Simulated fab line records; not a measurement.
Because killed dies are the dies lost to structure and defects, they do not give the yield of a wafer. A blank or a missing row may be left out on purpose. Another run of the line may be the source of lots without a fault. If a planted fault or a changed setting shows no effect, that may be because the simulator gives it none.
Which tool did it? | flow ritCmos | 14 lots, 42 wafers sampled, at 6 steps of a route of 202

## WHAT THE GAUGES SHOWED, per wafer
RIT_GATE_CD_MEAS_16: the cd target is 150 nm. Usual: cdNm at 149.4 nm, with a standard deviation of 1.9.
lot  | measured    | on       | cdNm (nm)         | flag
L918 | day 3 01:27 | cdSem-02 | 148.7 146.3 147.8 | 
L919 | day 3 03:05 | cdSem-02 | 145.7 145.9 146.4 | 
L920 | day 3 10:34 | cdSem-02 | 149.1 150.3 149.8 | 
L923 | day 3 23:00 | cdSem-02 | 150.9 150.4 151.7 | 
L922 | day 3 23:29 | cdSem-02 | 152.0 147.9 149.3 | 
L924 | day 4 12:18 | cdSem-01 | 149.1 148.2 148.1 | 
L925 | day 4 14:51 | cdSem-01 | 150.8 152.0 151.5 | 
L926 | day 4 20:30 | cdSem-01 | 148.0 150.2 148.1 | 
L927 | day 5 00:58 | cdSem-02 | 150.6 147.6 149.6 | 
L930 | day 5 14:13 | cdSem-01 | 153.2 155.2 154.3 | 
L931 | day 6 00:28 | cdSem-01 | 148.0 147.1 145.1 | 
L932 | day 6 02:53 | cdSem-01 | 147.7 150.3 149.3 | 
L933 | day 6 03:08 | cdSem-02 | 146.6 148.7 147.1 | 
L939 | day 7 18:57 | cdSem-01 | 150.8 153.3 149.1 | 

RIT_NSD_TW_MEAS_10. Usual: NSD_TW typically reads 3126, with standard deviation 24.
lot  | measured    | on           | NSD_TW         | flag
L918 | day 3 15:45 | filmMetro-02 | 3168 3177 3172 | 
L919 | day 3 15:08 | filmMetro-03 | 3167 3168 3176 | 
L920 | day 4 03:07 | filmMetro-02 | 3143 3112 3120 | 
L923 | day 4 12:31 | filmMetro-01 | 3120 3121 3114 | 
L922 | day 4 12:16 | filmMetro-02 | 3128 3126 3120 | 
L924 | day 5 03:56 | filmMetro-03 | 3135 3151 3150 | 
L925 | day 5 06:56 | filmMetro-01 | 3089 3101 3107 | 
L926 | day 5 09:41 | filmMetro-03 | 3158 3124 3142 | 
L927 | day 5 12:32 | filmMetro-03 | 3153 3129 3139 | 
L930 | day 6 08:32 | filmMetro-01 | 2474 2483 2479 | OFF
L931 | day 6 14:58 | filmMetro-03 | 2520 2516 2505 | OFF
L932 | day 6 20:49 | filmMetro-01 | 3102 3108 3100 | 
L933 | day 6 21:03 | filmMetro-03 | 3116 3135 3118 | 
L939 | day 8 07:24 | filmMetro-01 | 3104 3115 3100 | 

RIT_SDANNEAL_RS_MEAS_05: a four-point-probe measurement. Usual: NSD_RS typically reads 84.61 ohm/sq, with standard deviation 0.26.
lot  | measured    | on           | NSD_RS (ohm/sq)      | flag
L918 | day 3 17:55 | filmMetro-01 | 84.48 84.66 84.53    | 
L919 | day 3 17:11 | filmMetro-02 | 84.49 84.43 84.55    | 
L920 | day 4 05:11 | filmMetro-01 | 84.80 85.35 84.75    | 
L923 | day 4 14:35 | filmMetro-02 | 84.64 84.46 84.72    | 
L922 | day 4 14:20 | filmMetro-03 | 84.33 84.42 84.29    | 
L924 | day 5 06:08 | filmMetro-02 | 84.64 84.74 84.99    | 
L925 | day 5 08:57 | filmMetro-02 | 84.49 84.88 84.62    | 
L926 | day 5 11:56 | filmMetro-03 | 84.78 84.74 84.82    | 
L927 | day 5 14:43 | filmMetro-03 | 84.94 84.71 84.95    | 
L930 | day 6 10:34 | filmMetro-01 | 176.89 177.25 177.08 | OFF
L931 | day 6 17:02 | filmMetro-03 | 175.70 175.35 175.46 | OFF
L932 | day 6 23:04 | filmMetro-03 | 84.93 84.67 84.74    | 
L933 | day 6 23:16 | filmMetro-02 | 84.80 84.67 84.97    | 
L939 | day 8 09:34 | filmMetro-01 | 84.73 84.76 84.87    | 

RIT_M1_BOW_MEAS_16. Usual: M1_BOW typically reads 17 um, with standard deviation 6.1.
lot  | measured    | on           | M1_BOW (um) | flag
L918 | day 4 01:56 | filmMetro-03 | 15 16 21    | 
L919 | day 4 00:28 | filmMetro-02 | 19 13 19    | 
L920 | day 4 12:13 | filmMetro-03 | 14 3 14     | 
L923 | day 4 23:02 | filmMetro-01 | 26 14 14    | 
L922 | day 4 21:29 | filmMetro-01 | 23 13 23    | 
L924 | day 5 13:22 | filmMetro-01 | 16 22 24    | 
L925 | day 5 16:23 | filmMetro-03 | 17 17 26    | 
L926 | day 5 19:04 | filmMetro-02 | 17 22 20    | 
L927 | day 5 22:08 | filmMetro-01 | 19 14 17    | 
L930 | day 6 17:48 | filmMetro-02 | 23 28 15    | 
L931 | day 7 00:31 | filmMetro-03 | 20 26 9     | 
L932 | day 7 06:13 | filmMetro-01 | 27 13 15    | 
L933 | day 7 07:42 | filmMetro-03 | 16 20 16    | 
L939 | day 8 16:55 | filmMetro-03 | 7 11 15     | 

## WHAT TOOL EACH LOT RAN ON (gives the tool, then ch and the chambers of the sampled wafers, and finally the start)
lot  | RIT_NSD_IMPLANT_08             | RIT_M1_SPUTTER_00
L918 | implanter-01 ch 0, day 3 15:25 | pvdSputter-03, day 3 21:08
L919 | implanter-04 ch 0, day 3 14:50 | pvdSputter-01, day 3 20:25
L920 | implanter-04 ch 0, day 4 02:48 | pvdSputter-01, day 4 08:19
L923 | implanter-04 ch 0, day 4 12:13 | pvdSputter-03, day 4 17:50
L922 | implanter-02 ch 0, day 4 11:56 | pvdSputter-01, day 4 17:31
L924 | implanter-02 ch 0, day 5 03:36 | pvdSputter-02, day 5 09:19
L925 | implanter-01 ch 0, day 5 06:36 | pvdSputter-01, day 5 12:13
L926 | implanter-01 ch 0, day 5 09:21 | pvdSputter-02, day 5 15:09
L927 | implanter-01 ch 0, day 5 12:14 | pvdSputter-01, day 5 18:05
L930 | implanter-01 ch 0, day 6 08:13 | pvdSputter-01, day 6 13:46
L931 | implanter-01 ch 0, day 6 14:41 | pvdSputter-03, day 6 20:07
L932 | implanter-04 ch 0, day 6 20:31 | pvdSputter-01, day 7 02:18
L933 | implanter-02 ch 0, day 6 20:44 | pvdSputter-03, day 7 02:24
L939 | implanter-02 ch 0, day 8 07:05 | pvdSputter-01, day 8 12:51
- RIT_NSD_IMPLANT_08
- RIT_M1_SPUTTER_00: material Al, target thk 400 nm, time 477.1 s.

## WHAT THE TOOLS THEMSELVES READ (means of the sampled wafers that have a number; where no wafer has one, the mark that the record gives instead)
RIT_NSD_IMPLANT_08. Usual: beamEnergyKeV 25.000, standard deviation 0.0078; doseIonsCm2 1e+15, standard deviation 1.1e+12; endStationPressureTorr 7.5e-06 Torr, standard deviation 4e-07; faradayCurrentUA 3132, standard deviation 67.
lot  | tool         | beamEnergyKeV | doseIonsCm2 | endStationPressureTorr (Torr) | faradayCurrentUA | flag
L918 | implanter-01 | 25.003        | 1e+15       | 7.3e-06                       | 3151             | 
L919 | implanter-04 | 25.004        | 1e+15       | 7.7e-06                       | 3137             | 
L920 | implanter-04 | 25.006        | 1e+15       | 7.6e-06                       | 3108             | 
L923 | implanter-04 | 24.992        | 1e+15       | 7.7e-06                       | 3191             | 
L922 | implanter-02 | 25.006        | 1e+15       | 7.8e-06                       | 3141             | 
L924 | implanter-02 | 24.998        | 1e+15       | 7.3e-06                       | 3054             | 
L925 | implanter-01 | 24.991        | 1e+15       | 7.4e-06                       | 3107             | 
L926 | implanter-01 | 25.004        | 1e+15       | 8.3e-06                       | 3109             | 
L927 | implanter-01 | 24.996        | 1e+15       | 7.4e-06                       | 3093             | 
L930 | implanter-01 | 25.010        | 4e+14       | 6.2e-06                       | 1288             | OFF
L931 | implanter-01 | 24.992        | 4e+14       | 6.0e-06                       | 1285             | OFF
L932 | implanter-04 | 25.006        | 1e+15       | 7.7e-06                       | 3121             | 
L933 | implanter-02 | 25.002        | 1e+15       | 7.5e-06                       | 3147             | 
L939 | implanter-02 | 25.004        | 1e+15       | 7.1e-06                       | 3194             | 

RIT_M1_SPUTTER_00. Usual: cathodeDcPowerW 2000.0 W, standard deviation 0.36; throttleValvePct 30.0 %, standard deviation 1.2.
lot  | tool          | cathodeDcPowerW (W) | throttleValvePct (%) | flag
L918 | pvdSputter-03 | 2000.0              | 29.7                 | 
L919 | pvdSputter-01 | 1999.9              | 30.4                 | 
L920 | pvdSputter-01 | 1999.9              | 31.1                 | 
L923 | pvdSputter-03 | 2000.4              | 29.9                 | 
L922 | pvdSputter-01 | 2000.1              | 30.3                 | 
L924 | pvdSputter-02 | 2000.2              | 30.2                 | 
L925 | pvdSputter-01 | 1999.8              | 29.9                 | 
L926 | pvdSputter-02 | 1999.9              | 30.5                 | 
L927 | pvdSputter-01 | 1999.8              | 32.0                 | 
L930 | pvdSputter-01 | 1999.8              | 31.1                 | 
L931 | pvdSputter-03 | 1999.7              | 29.4                 | 
L932 | pvdSputter-01 | 2000.2              | 31.1                 | 
L933 | pvdSputter-03 | 1999.9              | 30.0                 | 
L939 | pvdSputter-01 | 1999.9              | 30.0                 | 

## THE ANSWER, worked out from the rows above alone
Rule: a lot counts as off when the mean over its wafers that have a number is more than 3 standard deviations away from the usual mean. A lot without any number at a reading at which 4 lots or more have one is off too. The other lots that the step has rows for count as sound. The gauges are gone through in route order, then the tools' own readings, and for those a lot's mean is taken as printed above. At the first step where some lot is off, the reading lying furthest off is the one used; lots without a number count as furthest.
Off: at RIT_NSD_TW_MEAS_10 (NSD_TW), L930, L931.
If a tool, at a process step before that reading, ran all the lots that are off and no sound lot after the first of them, it fits. The gauges at RIT_NSD_TW_MEAS_10 aren't tried: what is off there is off at RIT_NSD_IMPLANT_08 too, on other tools, and a gauge's error can't cause that. One candidate fits, namely implanter-01 at RIT_NSD_IMPLANT_08. A fault onset in the window from L927 (day 5 12:14, its last sound lot) to L930 (day 6 08:13, its first lot off) fits.
The tool's own readings at RIT_NSD_IMPLANT_08 bear it out: on the lots that are off they differ by more than 5 times the standard deviation of the sound lots' means. doseIonsCm2 reads 4e+14 there against 1e+15 on the sound lots; faradayCurrentUA reads 1286 there against 3129 on the sound lots.

## WHAT WAS PUT IN BY THE SIMULATOR
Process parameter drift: implanter-01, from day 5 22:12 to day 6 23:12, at RIT_NSD_IMPLANT_08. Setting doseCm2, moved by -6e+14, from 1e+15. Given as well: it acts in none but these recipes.
Lots struck among those shown: L930, L931. The rule above reached the same finding.
